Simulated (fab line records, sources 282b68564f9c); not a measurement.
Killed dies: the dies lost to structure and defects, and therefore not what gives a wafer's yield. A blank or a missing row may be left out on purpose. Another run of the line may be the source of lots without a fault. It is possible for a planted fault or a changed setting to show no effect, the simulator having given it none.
fab line records	flow ritCmos
[record] lots = 5	wafers = 23
route steps=202 shown NLDD@111 SPACER@128 NSD@133 PSD@150 SDANNEAL@153 SILICIDE@162 M1@188
startH: hours from the record's opening day to when the first of the lot's shown wafers began	waitH: hours elapsed since this lot's preceding step	" unchanged from the row above	L1.1+2: a row that stands for several wafers	- no value, or no start was given	* or withheld: withheld	< > ~ a bound
route shown NAME@n: NAME is a module with steps in the file, n the number in the route of the first one	usual: average and standard deviation across the fault-free wafers	same: alike in all rows	chamber/n: place in a boat	sites: per-site readings	_std_site: the standard deviation of these	_edge_site: the outer-site mean with the inner-site mean subtracted	radiusMm: how far each site lies from the wafer's centre	mask NAME#n: copy n	behind: the tool/chamber that last shaped the wafer	hold: what put the lot on hold/how long, in hours/how the hold closed	device: whichever transistor did not switch (one of n, p or np)	end of line: at the end of the route, the tests of the same wafers	a step without rows: its recipe alone	killed: the dies lost at the first sort to structure and to defects; this is not the yield of the wafer	map: per-die view of a wafer (x killed, . not killed, _ where there is no die)
set.NAME: setting as actually run; set.NAME@STEP: the setting as run at that earlier step	model.NAME: the simulator's own value behind a step, which no gauge read
one table per step and one row per wafer, for lots whose settings were changed on purpose
[[steps]]
[step RIT_NLDD_IMPLANT_08]
[recipe] species = P	energyKev = 20	doseCm2 = 5e+14	tiltDeg = 7
lot.wafer	tool	chamber	startH	waitH	set.doseCm2
L080.2+3+4	implanter-01	0	72.26	0.1	5e+14
L080.5+6	"	0	"	"	4.9e+14
L081.1+5	implanter-02	0	77.89	0.1	5e+14
L081.2+3+6	"	0	"	"	5.117e+14
L082.1+3	implanter-01	0	85.18	0.1	5e+14
L082.4+5+6	"	0	"	"	5.302e+14
L083.1+3+5	implanter-02	0	89.84	0.1	5e+14
L085.1+2+3	implanter-02	0	101.02	0.1	5e+14
L085.5+6	"	0	"	"	5.141e+14
[step RIT_NLDD_STRIP_09]
[recipe] chemistry = O2	timeS = 180	resist = NOVOLAK	platenTempC = withheld	powerW = 500	pressureMtorr = 4000	o2FlowSccm = 4000
[step RIT_NLDD_TW_MEAS_10]
[usual] NLDD_TW = 2508/12
lot.wafer	tool	chamber	startH	waitH	set.doseCm2@NLDD_IMPLANT_08	NLDD_TW
L080.2	filmMetro-01	-	72.57	0.1	5e+14	2502
L080.3	"	-	"	"	5e+14	2503
L080.4	"	-	"	"	5e+14	2517
L080.5	"	-	"	"	4.9e+14	2489
L080.6	"	-	"	"	4.9e+14	2478
L081.1	filmMetro-01	-	78.22	0.1	5e+14	2510
L081.2	"	-	"	"	5.117e+14	2514
L081.3	"	-	"	"	5.117e+14	2514
L081.5	"	-	"	"	5e+14	2516
L081.6	"	-	"	"	5.117e+14	2521
L082.1	filmMetro-04	-	85.50	0.1	5e+14	2493
L082.3	"	-	"	"	5e+14	2493
L082.4	"	-	"	"	5.302e+14	2544
L082.5	"	-	"	"	5.302e+14	2542
L082.6	"	-	"	"	5.302e+14	2546
L083.1	filmMetro-02	-	90.16	0.1	5e+14	2525
L083.3	"	-	"	"	5e+14	2512
L083.5	"	-	"	"	5e+14	2499
L085.1	filmMetro-04	-	101.35	0.1	5e+14	2490
L085.2	"	-	"	"	5e+14	2489
L085.3	"	-	"	"	5e+14	2492
L085.5	"	-	"	"	5.141e+14	2505
L085.6	"	-	"	"	5.141e+14	2505
[step RIT_SPACER_CVD_03]
[recipe] material = Si3N4	targetThkNm = 250	tempC = 810	precursor = SiH2Cl2/NH3	timeS = 3300	pressureMtorr = 300	sih2cl2FlowSccm = 60	nh3FlowSccm = 150
lot.wafer	tool	chamber	startH	waitH	set.nh3FlowSccm
L080.2+3+4+5+6	-	-	-	1.0	134.3
L081.1+2+3+5+6	-	-	-	0.4	150
L082.1+3+4+5+6	-	-	-	0.6	136.1
L083.1+3+5	lpcvd-01	0	92.01	0.0	150
L085.1+2+3+5+6	-	-	-	0.9	169.2
[step RIT_NSD_SOFTBAKE_02]
[recipe] resist = NOVOLAK	tempC = 90	timeS = 60
lot.wafer	tool	chamber	startH	waitH	set.tempC	model.NOVOLAK_of_NSD_COAT_01.thkNm
L080.2	lithoTrack-01	0	78.04	0.1	92.74	996.7
L080.3	"	0	"	"	92.74	997.3
L080.4+5	"	0	"	"	90	1005
L080.6	"	0	"	"	92.74	997.2
L081.1+2+5+6	lithoTrack-02	0	82.92	0.1	90	1003
L081.3	"	0	"	"	90	998
L082.1	lithoTrack-02	0	91.74	0.1	90	1003
L082.3	"	0	"	"	90	1007
L082.4+6	"	0	"	"	90	1002
L082.5	"	0	"	"	90	1004
L083.1+5	lithoTrack-01	0	95.39	0.1	90	1001
L083.3	"	0	"	"	90	1000
L085.1	lithoTrack-02	0	106.57	0.1	93.56	994.3
L085.2	"	0	"	"	93.56	993
L085.3	"	0	"	"	90	1002
L085.5	"	0	"	"	93.56	995.4
L085.6	"	0	"	"	90	1003
[step RIT_PSD_IMPLANT_08]
[recipe] species = BF2	energyKev = 27	doseCm2 = 5e+15	tiltDeg = 7
lot.wafer	tool	chamber	startH	waitH	set.doseCm2
L080.2+5	implanter-02	0	80.45	0.1	4.855e+15
L080.3+4+6	"	0	"	"	5e+15
L081.1+2+6	implanter-03	0	85.41	0.1	5.374e+15
L081.3+5	"	0	"	"	5e+15
L082.1+3+4	implanter-02	0	94.08	0.1	5.175e+15
L082.5+6	"	0	"	"	5e+15
L083.1+3+5	implanter-02	0	97.55	0.1	5e+15
L085.1+2	implanter-02	0	109.31	0.1	5e+15
L085.3+5+6	"	0	"	"	4.81e+15
[step RIT_PSD_STRIP_09]
[recipe] chemistry = O2	timeS = 180	resist = NOVOLAK	platenTempC = withheld	powerW = 500	pressureMtorr = 4000	o2FlowSccm = 4000
[step RIT_SDANNEAL_CLEAN_00]
[recipe] chemistry = SC1	mix = 3:3:50	timeS = 600	tempC = 75
lot.wafer	tool	chamber	startH	waitH	set.nh3FlowSccm@SPACER_CVD_03	model.Si3N4_of_SPACER_CVD_03.thkNm
L080.2	wetBench-02	2	80.81	0.0	134.3	182.3
L080.3	"	2	"	"	134.3	183.7
L080.4	"	2	"	"	134.3	182
L080.5	"	2	"	"	134.3	182.8
L080.6	"	2	"	"	134.3	184.4
L081.1+5	wetBench-02	3	85.80	0.1	150	195.2
L081.2	"	3	"	"	150	196.7
L081.3	"	3	"	"	150	193.3
L081.6	"	3	"	"	150	195.6
L082.1	wetBench-01	2	94.47	0.1	136.1	182
L082.3	"	2	"	"	136.1	180.8
L082.4	"	2	"	"	136.1	180.4
L082.5	"	2	"	"	136.1	179.7
L082.6	"	2	"	"	136.1	180.2
L083.1	wetBench-02	2	97.94	0.1	150	198.9
L083.3	"	2	"	"	150	198.3
L083.5	"	2	"	"	150	198.6
L085.1	wetBench-01	0	109.69	0.1	169.2	216
L085.2	"	0	"	"	169.2	216.3
L085.3	"	0	"	"	169.2	214.4
L085.5	"	0	"	"	169.2	217.5
L085.6	"	0	"	"	169.2	215.8
[step RIT_SDANNEAL_CLEAN_01]
[recipe] chemistry = dHF	dilution = 50:1	timeS = 30
[step RIT_SDANNEAL_CLEAN_02]
[recipe] chemistry = SC2	mix = 3:3:50	timeS = 600	tempC = 75	dry = n2Spin
[step RIT_SDANNEAL_RTA_03]
[recipe] tempC = 1050	timeS = 5	idleTempC = 600	rampUpCPerS = 342	rampDownCPerS = 171	coolToC = 600	ambient = N2
[step RIT_SDANNEAL_RS_MEAS_04]
[recipe] thkMeasGauge = four-point-probe
[usual] PSD_RS = 115.8/0.34
lot.wafer	tool	chamber	startH	waitH	set.doseCm2@PSD_IMPLANT_08	PSD_RS[ohm/sq]
L080.2	filmMetro-02	-	81.26	0.1	4.855e+15	116.1
L080.3	"	-	"	"	5e+15	116.2
L080.4	"	-	"	"	5e+15	115.9
L080.5	"	-	"	"	4.855e+15	116.4
L080.6	"	-	"	"	5e+15	116.0
L081.1	filmMetro-04	-	86.22	0.0	5.374e+15	115.0
L081.2	"	-	"	"	5.374e+15	114.8
L081.3	"	-	"	"	5e+15	115.6
L081.5	"	-	"	"	5e+15	115.8
L081.6	"	-	"	"	5.374e+15	114.9
L082.1	filmMetro-01	-	95.12	0.0	5.175e+15	114.9
L082.3	"	-	"	"	5.175e+15	114.5
L082.4	"	-	"	"	5.175e+15	114.8
L082.5	"	-	"	"	5e+15	115.1
L082.6	"	-	"	"	5e+15	115.3
L083.1	filmMetro-01	-	98.36	0.0	5e+15	116.1
L083.3	"	-	"	"	5e+15	116.1
L083.5	"	-	"	"	5e+15	115.9
L085.1	filmMetro-04	-	110.15	0.0	5e+15	115.9
L085.2	"	-	"	"	5e+15	115.9
L085.3	"	-	"	"	4.81e+15	116.2
L085.5	"	-	"	"	4.81e+15	116.2
L085.6	"	-	"	"	4.81e+15	116.4
[step RIT_SDANNEAL_RS_MEAS_07]
[recipe] thkMeasGauge = four-point-probe
[usual] NLDD_RS = 151.4/0.54
lot.wafer	tool	chamber	startH	waitH	set.doseCm2@NLDD_IMPLANT_08	NLDD_RS[ohm/sq]
L080.2	filmMetro-02	-	81.62	0.1	5e+14	151.7
L080.3	"	-	"	"	5e+14	151.4
L080.4	"	-	"	"	5e+14	152.4
L080.5	"	-	"	"	4.9e+14	154.8
L080.6	"	-	"	"	4.9e+14	154.4
L081.1	filmMetro-04	-	86.58	0.1	5e+14	150.8
L081.2	"	-	"	"	5.117e+14	147.7
L081.3	"	-	"	"	5.117e+14	148.1
L081.5	"	-	"	"	5e+14	151.3
L081.6	"	-	"	"	5.117e+14	148.1
L082.1	filmMetro-01	-	95.48	0.1	5e+14	151.8
L082.3	"	-	"	"	5e+14	151.6
L082.4	"	-	"	"	5.302e+14	144.0
L082.5	"	-	"	"	5.302e+14	144.0
L082.6	"	-	"	"	5.302e+14	144.3
L083.1	filmMetro-01	-	98.72	0.1	5e+14	152.4
L083.3	"	-	"	"	5e+14	152.5
L083.5	"	-	"	"	5e+14	152.6
L085.1	filmMetro-04	-	110.51	0.1	5e+14	151.0
L085.2	"	-	"	"	5e+14	151.1
L085.3	"	-	"	"	5e+14	151.1
L085.5	"	-	"	"	5.141e+14	148.2
L085.6	"	-	"	"	5.141e+14	147.8
[step RIT_SILICIDE_SPUTTER_01]
[recipe] material = Ti	targetThkNm = 30	powerW = 350	chamberPressurePa = 0.667	gas = Ar	timeS = 240	substrateTempC = 25
lot.wafer	tool	chamber	startH	waitH	set.powerW	model.Ti_of_SILICIDE_SPUTTER_01.thkNm
L080.2	pvdSputter-03	-	81.73	0.0	350	29.73
L080.3	"	-	"	"	350	30.51
L080.4	"	-	"	"	326.4	28.58
L080.5	"	-	"	"	326.4	27.54
L080.6	"	-	"	"	326.4	27.72
L081.1	pvdSputter-01	-	86.71	0.0	334.7	28.55
L081.2	"	-	"	"	350	29.69
L081.3	"	-	"	"	350	30.16
L081.5	"	-	"	"	350	29.87
L081.6	"	-	"	"	334.7	28.87
L082.1+3	pvdSputter-03	-	95.62	0.0	350	29.69
L082.4	"	-	"	"	316.3	26.81
L082.5	"	-	"	"	350	30.25
L082.6	"	-	"	"	316.3	27.23
L083.1	pvdSputter-01	-	98.86	0.0	350	30.68
L083.3	"	-	"	"	350	30.13
L083.5	"	-	"	"	350	30.56
L085.1	pvdSputter-01	-	110.64	0.0	312.7	27.1
L085.2	"	-	"	"	350	29.94
L085.3	"	-	"	"	312.7	27.16
L085.5	"	-	"	"	312.7	26.45
L085.6	"	-	"	"	350	30.24
[step RIT_SILICIDE_RS_MEAS_02]
[recipe] thkMeasGauge = four-point-probe	reads = Ti_of_SILICIDE_SPUTTER_01
[usual] SILICIDE_TI_RS = 48.0/0.73
lot.wafer	tool	chamber	startH	waitH	set.powerW@SILICIDE_SPUTTER_01	SILICIDE_TI_RS[ohm/sq]
L080.2	filmMetro-04	-	81.90	0.1	350	48.4
L080.3	"	-	"	"	350	46.9
L080.4	"	-	"	"	326.4	50.9
L080.5	"	-	"	"	326.4	53.4
L080.6	"	-	"	"	326.4	52.9
L081.1	filmMetro-02	-	86.86	0.1	334.7	50.9
L081.2	"	-	"	"	350	48.5
L081.3	"	-	"	"	350	47.6
L081.5	"	-	"	"	350	48.2
L081.6	"	-	"	"	334.7	50.3
L082.1	filmMetro-03	-	95.77	0.1	350	48.5
L082.3	"	-	"	"	350	48.6
L082.4	"	-	"	"	316.3	55.2
L082.5	"	-	"	"	350	47.4
L082.6	"	-	"	"	316.3	54.2
L083.1	filmMetro-04	-	99.01	0.1	350	46.6
L083.3	"	-	"	"	350	47.5
L083.5	"	-	"	"	350	46.8
L085.1	filmMetro-03	-	110.79	0.1	312.7	54.4
L085.2	"	-	"	"	350	48.1
L085.3	"	-	"	"	312.7	54.2
L085.5	"	-	"	"	312.7	56.0
L085.6	"	-	"	"	350	47.4
[step RIT_SILICIDE_THK_MEAS_03]
[recipe] thkMeasGauge = xrf	reads = Ti_of_SILICIDE_SPUTTER_01
[usual] SILICIDE_TI_THK = 30.0/0.39
lot.wafer	tool	chamber	startH	waitH	set.powerW@SILICIDE_SPUTTER_01	SILICIDE_TI_THK[nm]
L080.2	filmMetro-04	-	82.01	0.1	350	29.8
L080.3	"	-	"	"	350	30.4
L080.4	"	-	"	"	326.4	28.7
L080.5	"	-	"	"	326.4	27.3
L080.6	"	-	"	"	326.4	27.7
L081.1	filmMetro-02	-	86.98	0.1	334.7	28.6
L081.2	"	-	"	"	350	29.6
L081.3	"	-	"	"	350	30.2
L081.5	"	-	"	"	350	30.0
L081.6	"	-	"	"	334.7	28.8
L082.1	filmMetro-03	-	95.89	0.1	350	29.9
L082.3	"	-	"	"	350	29.7
L082.4	"	-	"	"	316.3	27.0
L082.5	"	-	"	"	350	30.6
L082.6	"	-	"	"	316.3	27.4
L083.1	filmMetro-04	-	99.13	0.1	350	30.8
L083.3	"	-	"	"	350	30.2
L083.5	"	-	"	"	350	30.6
L085.1	filmMetro-03	-	110.91	0.1	312.7	27.3
L085.2	"	-	"	"	350	30.0
L085.3	"	-	"	"	312.7	27.3
L085.5	"	-	"	"	312.7	26.5
L085.6	"	-	"	"	350	30.3
[step RIT_M1_COAT_04]
[recipe] resist = NOVOLAK	spinRpm = 2000	resistThkNm = 1300
lot.wafer	tool	chamber	startH	waitH	set.resistThkNm	model.NOVOLAK_of_M1_COAT_04.thkNm
L080.2+3	lithoTrack-04	0	85.28	0.1	1300	1300
L080.4+5+6	"	0	"	"	1300	1301
L081.1	lithoTrack-04	0	90.16	0.1	1300	1297
L081.2+5	"	0	"	"	1300	1301
L081.3	"	0	"	"	1300	1298
L081.6	"	0	"	"	1300	1300
L082.1	lithoTrack-03	0	99.01	0.1	1300	1301
L082.3	"	0	"	"	1346	1349
L082.4	"	0	"	"	1346	1344
L082.5	"	0	"	"	1300	1300
L082.6	"	0	"	"	1300	1304
L083.1	lithoTrack-04	0	102.77	0.1	1300	1310
L083.3	"	0	"	"	1300	1309
L083.5	"	0	"	"	1300	1308
L085.1+2+3	lithoTrack-03	0	114.01	0.1	1333	1334
L085.5	"	0	"	"	1300	1299
L085.6	"	0	"	"	1300	1302
[step RIT_M1_SOFTBAKE_05]
[recipe] resist = NOVOLAK	tempC = 90	timeS = 60
[step RIT_M1_EXPOSE_06]
[recipe] maskId = M12	na = 0.6	sourceShape = conventional	sigmaOuter = 0.5	targetCdNm = 2600	doseMj = 250
[step RIT_M1_HARDBAKE_11]
[recipe] resist = NOVOLAK	tempC = 140	timeS = 120
lot.wafer	tool	chamber	startH	waitH	set.resistThkNm@M1_COAT_04	model.NOVOLAK_of_M1_COAT_04.thkNm
L080.2+3	lithoTrack-04	0	86.19	0.1	1300	1137
L080.4+5+6	"	0	"	"	1300	1138
L081.1	lithoTrack-01	0	91.04	0.0	1300	1134
L081.2	"	0	"	"	1300	1138
L081.3	"	0	"	"	1300	1135
L081.5+6	"	0	"	"	1300	1137
L082.1	lithoTrack-04	0	100.24	0.2	1300	1138
L082.3	"	0	"	"	1346	1179
L082.4	"	0	"	"	1346	1175
L082.5	"	0	"	"	1300	1137
L082.6	"	0	"	"	1300	1140
L083.1	lithoTrack-04	0	103.79	0.0	1300	1146
L083.3	"	0	"	"	1300	1145
L083.5	"	0	"	"	1300	1144
L085.1	lithoTrack-04	0	115.16	0.2	1333	1167
L085.2+3	"	0	"	"	1333	1166
L085.5	"	0	"	"	1300	1136
L085.6	"	0	"	"	1300	1139
[[key]]
[split] step = RIT_NLDD_IMPLANT_08	setting = doseCm2	stated = 5e+14	by = wafer
[response] step = RIT_NLDD_TW_MEAS_10	reading = NLDD_TW	change = +7.51	per = 1%	r = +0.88
[response] step = RIT_SDANNEAL_RS_MEAS_07	reading = NLDD_RS	change = -1.25	per = 1%	r = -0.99
[split] step = RIT_SPACER_CVD_03	setting = nh3FlowSccm	stated = 150	by = lot
[response] step = RIT_SDANNEAL_CLEAN_00	reading = model.Si3N4_of_SPACER_CVD_03.thkNm	change = +1.5	per = 1%	r = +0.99
[split] step = RIT_NSD_SOFTBAKE_02	setting = tempC	stated = 90	by = wafer
[response] step = RIT_NSD_SOFTBAKE_02	reading = model.NOVOLAK_of_NSD_COAT_01.thkNm	change = -2.22	per = 1%	r = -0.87
[split] step = RIT_PSD_IMPLANT_08	setting = doseCm2	stated = 5e+15	by = wafer
[response] step = RIT_SDANNEAL_RS_MEAS_04	reading = PSD_RS	change = -0.105	per = 1%	r = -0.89
[split] step = RIT_SILICIDE_SPUTTER_01	setting = powerW	stated = 350	by = wafer
[response] step = RIT_SILICIDE_SPUTTER_01	reading = model.Ti_of_SILICIDE_SPUTTER_01.thkNm	change = +0.301	per = 1%	r = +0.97
[response] step = RIT_SILICIDE_RS_MEAS_02	reading = SILICIDE_TI_RS	change = -0.671	per = 1%	r = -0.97
[response] step = RIT_SILICIDE_THK_MEAS_03	reading = SILICIDE_TI_THK	change = +0.297	per = 1%	r = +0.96
[split] step = RIT_M1_COAT_04	setting = resistThkNm	stated = 1300	by = wafer
[response] step = RIT_M1_COAT_04	reading = model.NOVOLAK_of_M1_COAT_04.thkNm	change = +12.8	per = 1%	r = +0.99
[response] step = RIT_M1_HARDBAKE_11	reading = model.NOVOLAK_of_M1_COAT_04.thkNm	change = +11	per = 1%	r = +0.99
